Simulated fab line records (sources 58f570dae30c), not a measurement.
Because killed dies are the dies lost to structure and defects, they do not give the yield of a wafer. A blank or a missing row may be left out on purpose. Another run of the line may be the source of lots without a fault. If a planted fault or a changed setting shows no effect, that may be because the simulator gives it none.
8D (eight disciplines) problem report, filled in by code | flow berkeley cmos170 | the parts of the form that need people (team, actions taken, sign-off) are left out

== 1. PROBLEM STATEMENT ==
Mean NLDD_RS at UCB170_SDANNEAL_RS_MEAS_05: 632.5 ohm/sq over 6 wafers in 2 lots; fault-free wafers: 616.0 ohm/sq, standard deviation 1.3. Measured from the usual mean, that is +13 standard deviations.
The step: measures by four-point-probe.
First observed at day 10 10:54: wafer L936.1, on film metro-03. At this step, 42 wafers from 14 lots have a number in the record. The rule behind "out" and "out of limits": a value lying over 4 standard deviations away from the usual mean. All remaining wafers that have a number are taken as sound.

== 2. WHAT THIS IS AND IS NOT ==
question                    | is                           | is not
which readings at this step | NLDD_RS                      | -
which lots                  | L935, L936                   | L922, L925, L926, L927, L929, L930, L931, L932, L933, L934, L941, L944
which wafers of those lots  | all that have a number       | -
read on which gauges        | film metro-02, film metro-03 | film metro-04
when                        | from day 10 10:54            | up to then (27 sound wafers); but 9 sound wafers of L933, L941, L944 came after

== 3. THE SUSPECTS, EACH WITH WHAT RULES IT OUT ==
Counting: a tool stays on the suspect list if, at a process step up to the reading, it processed all lots that are out and no sound lot following the first of them.
- ruled out: the gauge at UCB170_SDANNEAL_RS_MEAS_05. Those wafers that are out were read across 2 gauges (film metro-02, film metro-03).
- implanter-03 at UCB170_NLDD_IMPLANT_08: kept. Every lot that is out went through it, starting with L935 (day 10 00:07), and after that it ran no sound lot; the last sound lot it ran before then is L931 (day 9 12:21). Out on those wafers are its own readings of dose ions cm2.
After counting, what remains is implanter-03 at UCB170_NLDD_IMPLANT_08.

== 4. THE CAUSE (what the simulator had put in) ==
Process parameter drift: implanter-03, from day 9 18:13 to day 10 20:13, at UCB170_NLDD_IMPLANT_08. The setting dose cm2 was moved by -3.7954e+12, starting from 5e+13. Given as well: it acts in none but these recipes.
Counting left only this tool.

== 5. THE CHAIN OF EFFECTS, in route order ==
One row per reading whose mean, taken over the struck wafers that have a number, lies over 3 standard deviations from the usual. Only readings for which the record gives a usual standard deviation are gone through. hours: the time from each lot's start at the first step in this table that gives one to its start at this step, as a median over the lots. sigmas: the change in usual standard deviations.
hours | step                       | reading            | usual        | on struck wafers | change     | sigmas
0     | UCB170_NLDD_IMPLANT_08     | dose ions cm2      | 5.001e+13    | 4.618e+13        | -3.830e+12 | -70
0     | UCB170_NLDD_IMPLANT_08     | faraday current uA | 159          | 147              | -12        | -3.7
10    | UCB170_SDANNEAL_RS_MEAS_05 | NLDD_RS            | 616.0 ohm/sq | 632.5            | +16.5      | +13
Here are the process steps it includes:
- UCB170_NLDD_IMPLANT_08

== 6. HOW IT WOULD HAVE BEEN CAUGHT EARLIER ==
The first out-of-limits reading at a measuring or inspecting step in this record came at day 10 10:54, 17 hours after the fault's start at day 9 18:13.
Tool's own readings at UCB170_NLDD_IMPLANT_08, dose ions cm2: out on all struck wafers the step has rows for; an alarm limit on them would have tripped on the first.
By day 10 10:54, every lot that is out (2) had started UCB170_NLDD_IMPLANT_08 on implanter-03. Had the tool been put on hold then, not one of them would have been saved.
